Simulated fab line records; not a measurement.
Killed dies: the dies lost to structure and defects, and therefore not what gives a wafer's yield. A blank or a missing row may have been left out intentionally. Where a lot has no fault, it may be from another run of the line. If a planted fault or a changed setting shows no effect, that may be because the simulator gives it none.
The tool behind it: which one? | flow berkeley-cmos170 | 14 lots with 42 wafers sampled at 6 steps, on a route of 331 steps

== WHAT THE GAUGES READ, wafer by wafer ==
UCB170_ACTIVE_OVL_MEAS_14.
lot  | measured    | on         | ACTIVE_OVL (nm)
L270 | day 4 18:59 | overlay-01 | 5 -2 -3
L268 | day 4 19:14 | overlay-02 | -12 -6 -7
L272 | day 5 01:43 | overlay-01 | 0 6 3
L269 | day 5 01:44 | overlay-01 | -5 2 4
L273 | day 5 21:56 | overlay-02 | -13 -15 -9
L275 | day 5 23:46 | overlay-02 | -9 -5 -2
L276 | day 6 07:40 | overlay-02 | 7 1 7
L277 | day 6 07:56 | overlay-01 | 1 -6 8
L278 | day 7 02:55 | overlay-02 | -3 -7 -4
L283 | day 7 19:10 | overlay-02 | -3 -5 -4
L284 | day 7 19:22 | overlay-02 | 7 0 -2
L288 | day 8 14:13 | overlay-02 | -11 -5 -1
L289 | day 9 04:22 | overlay-02 | -11 -5 -2
L291 | day 9 15:03 | overlay-01 | -1 -3 -9

UCB170_PLDD_TW_MEAS_11.
lot  | measured     | on            | PLDD_TW
L270 | day 7 03:05  | film-metro-01 | 1020 1017 1012
L268 | day 7 03:13  | film-metro-02 | 1001 1008 1004
L272 | day 7 08:58  | film-metro-02 | 1001 1008 1002
L269 | day 7 09:14  | film-metro-01 | 1008 1018 1017
L273 | day 8 07:01  | film-metro-01 | 1015 1015 1020
L275 | day 8 06:53  | film-metro-02 | 1002 1005 1006
L276 | day 8 18:55  | film-metro-03 | 1017 1016 1015
L277 | day 8 19:13  | film-metro-02 | 1004 1006 1001
L278 | day 9 16:20  | film-metro-02 | 1030 1029 1029
L283 | day 10 04:25 | film-metro-01 | 1018 1020 1020
L284 | day 10 04:56 | film-metro-01 | 1048 1047 1048
L288 | day 11 00:25 | film-metro-03 | 1017 1013 1016
L289 | day 11 14:55 | film-metro-02 | 995 994 1004
L291 | day 12 02:40 | film-metro-03 | 1005 1009 1009

UCB170_NLDD_TW_MEAS_11.
lot  | measured     | on            | NLDD_TW
L270 | day 7 05:22  | film-metro-01 | 2223 2239 2249
L268 | day 7 05:43  | film-metro-01 | 2239 2242 2231
L272 | day 7 10:51  | film-metro-01 | 2235 2233 2225
L269 | day 7 11:01  | film-metro-03 | 2224 2245 2239
L273 | day 8 09:37  | film-metro-03 | 2237 2244 2244
L275 | day 8 09:09  | film-metro-01 | 2242 2223 2239
L276 | day 8 21:25  | film-metro-01 | 2247 2235 2227
L277 | day 8 21:45  | film-metro-03 | 2249 2235 2239
L278 | day 9 18:37  | film-metro-03 | 2253 2252 2251
L283 | day 10 07:11 | film-metro-03 | 2254 2253 2250
L284 | day 10 07:23 | film-metro-02 | 2219 2206 2206
L288 | day 11 02:23 | film-metro-01 | 2241 2258 2247
L289 | day 11 16:32 | film-metro-01 | 2245 2238 2246
L291 | day 12 05:34 | film-metro-01 | 2253 2258 2247

UCB170_SDANNEAL_RS_MEAS_04: uses a four-point probe to measure.
lot  | measured     | on            | PLDD_RS (ohm/sq)
L270 | day 7 18:14  | film-metro-03 | 1022.8 1024.8 1025.8
L268 | day 7 17:48  | film-metro-01 | 1033.0 1032.1 1029.6
L272 | day 7 22:41  | film-metro-01 | 1030.3 1031.2 1031.1
L269 | day 7 22:56  | film-metro-02 | 1032.1 1032.6 1031.2
L273 | day 8 23:19  | film-metro-01 | 1033.3 1034.6 1034.5
L275 | day 8 21:58  | film-metro-02 | 1029.7 1029.6 1032.8
L276 | day 9 08:39  | film-metro-03 | 1028.4 1026.9 1027.2
L277 | day 9 08:50  | film-metro-02 | 1028.8 1027.6 1027.1
L278 | day 10 07:59 | film-metro-01 | 967.2 969.2 967.2
L283 | day 10 21:13 | film-metro-02 | 1030.6 1029.8 1032.8
L284 | day 10 21:01 | film-metro-03 | 968.8 969.2 967.5
L288 | day 11 14:04 | film-metro-01 | 1030.3 1033.0 1034.0
L289 | day 12 05:26 | film-metro-03 | 1034.1 1033.2 1031.5
L291 | day 12 17:01 | film-metro-03 | 1028.7 1030.6 1032.8

== WHICH TOOL RAN EACH LOT (tool, then ch and the chambers of the sampled wafers, then the start) ==
lot  | UCB170_PLDD_IMPLANT_08          | UCB170_NLDD_STRIP_10
L270 | implanter-03 ch 0, day 7 02:42  | plasma-asher-02 ch 0, day 7 05:15
L268 | implanter-02 ch 0, day 7 02:50  | plasma-asher-01 ch 0,1, day 7 05:38
L272 | implanter-01 ch 0, day 7 08:34  | plasma-asher-03 ch 0,1, day 7 10:45
L269 | implanter-02 ch 0, day 7 08:50  | plasma-asher-02 ch 0,1, day 7 10:55
L273 | implanter-03 ch 0, day 8 06:38  | plasma-asher-03 ch 0,1, day 8 09:32
L275 | implanter-01 ch 0, day 8 06:29  | plasma-asher-02 ch 0,1, day 8 09:02
L276 | implanter-03 ch 0, day 8 18:32  | plasma-asher-02 ch 0,1, day 8 21:19
L277 | implanter-02 ch 0, day 8 18:49  | plasma-asher-02 ch 0,1, day 8 21:39
L278 | implanter-03 ch 0, day 9 15:56  | plasma-asher-03 ch 0,1, day 9 18:31
L283 | implanter-02 ch 0, day 10 04:01 | plasma-asher-02 ch 0,1, day 10 07:05
L284 | implanter-03 ch 0, day 10 04:35 | plasma-asher-01 ch 0,1, day 10 07:18
L288 | implanter-01 ch 0, day 11 00:01 | plasma-asher-01 ch 0,1, day 11 02:17
L289 | implanter-02 ch 0, day 11 14:31 | plasma-asher-01 ch 0, day 11 16:26
L291 | implanter-01 ch 0, day 12 02:17 | plasma-asher-01 ch 0,1, day 12 05:28
- UCB170_PLDD_IMPLANT_08
- UCB170_NLDD_STRIP_10: strips in O2.

== AS READ BY THE TOOLS THEMSELVES (means over the sampled wafers that have a number; for cases with no such wafer, the mark the record gives instead) ==
UCB170_PLDD_IMPLANT_08.
lot  | tool         | dose-ions-cm2 | faraday-current-uA
L270 | implanter-03 | 5.004e+13     | 160.9
L268 | implanter-02 | 5.006e+13     | 158.8
L272 | implanter-01 | 4.989e+13     | 161.7
L269 | implanter-02 | 5.003e+13     | 158.2
L273 | implanter-03 | 5.003e+13     | 157.0
L275 | implanter-01 | 5.006e+13     | 161.1
L276 | implanter-03 | 5.002e+13     | 157.1
L277 | implanter-02 | 5.004e+13     | 155.0
L278 | implanter-03 | 5.802e+13     | 184.6
L283 | implanter-02 | 4.996e+13     | 158.4
L284 | implanter-03 | 5.808e+13     | 184.2
L288 | implanter-01 | 4.999e+13     | 158.4
L289 | implanter-02 | 5.003e+13     | 156.8
L291 | implanter-01 | 5.004e+13     | 157.6

UCB170_NLDD_STRIP_10.
lot  | tool            | drypump-motor-current-A (A) | oes-product-au (a.u.) | strip-time-to-endpoint-s (s)
L270 | plasma-asher-02 | 5.7                         | 0.738                 | 21.66
L268 | plasma-asher-01 | 5.4                         | 0.737                 | 21.60
L272 | plasma-asher-03 | 6.2                         | 0.732                 | 21.65
L269 | plasma-asher-02 | 5.5                         | 0.733                 | 21.68
L273 | plasma-asher-03 | 6.2                         | 0.734                 | 21.72
L275 | plasma-asher-02 | 5.6                         | 0.738                 | 21.63
L276 | plasma-asher-02 | 5.6                         | 0.736                 | 21.64
L277 | plasma-asher-02 | 5.5                         | 0.740                 | 21.73
L278 | plasma-asher-03 | 6.2                         | 0.733                 | 21.66
L283 | plasma-asher-02 | 5.5                         | 0.737                 | 21.63
L284 | plasma-asher-01 | 5.4                         | 0.736                 | 21.62
L288 | plasma-asher-01 | 5.6                         | 0.736                 | 21.65
L289 | plasma-asher-01 | 5.8                         | 0.732                 | 21.65
L291 | plasma-asher-01 | 5.6                         | 0.735                 | 21.69

== THE ANSWER, worked out from the rows above alone ==
Rule: the lots themselves supply what counts as usual. Put in order of their means at a reading, lots are off if they are a third of the lots or fewer, leave a main group of 4 or more, and stand apart from it by a gap of 3 or more times the standard deviation of the main group's means; of several such gaps the widest counts. A main group is skipped when, at the precision printed for the reading in the tables above, its means are all equal. Also off: a lot with no number at a reading for which 4 or more lots have one. All remaining lots with rows at the step are treated as sound. Order of review: gauges by route order, followed by the tools' own readings, for which a lot's mean as printed above is used. The first step at which some lot is off is used, and at that step the reading that is off furthest; a lot without a number counts as furthest.
Off: at UCB170_SDANNEAL_RS_MEAS_04 (PLDD_RS), L278, L284. The main group has a mean of 1030.5 ohm/sq with a standard deviation of 2.6.
A tool fits if, at a process step before that reading, it ran every lot that is off, and no sound lot after the first of them. The gauges at UCB170_SDANNEAL_RS_MEAS_04 aren't tried: what is off there is off at UCB170_PLDD_IMPLANT_08 too, on other tools, and a gauge's error can't cause that. One fits: UCB170_PLDD_IMPLANT_08 on implanter-03. Its last sound lot is L276 (day 8 18:32), its first lot that is off L278 (day 9 15:56): a fault that began between those two fits.
The tool's own readings at UCB170_PLDD_IMPLANT_08 bear it out: on the lots that are off they differ by more than 5 times the standard deviation of the sound lots' means. dose-ions-cm2 reads 5.805e+13 there against 5.002e+13 on the sound lots; faraday-current-uA reads 184.4 there against 158.4 on the sound lots.

== WHAT THE SIMULATOR HAD PUT IN ==
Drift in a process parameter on implanter-03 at UCB170_PLDD_IMPLANT_08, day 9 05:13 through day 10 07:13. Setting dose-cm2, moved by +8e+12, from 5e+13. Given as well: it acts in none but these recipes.
Struck lots among those shown: L278, L284. Same finding as the rule above.
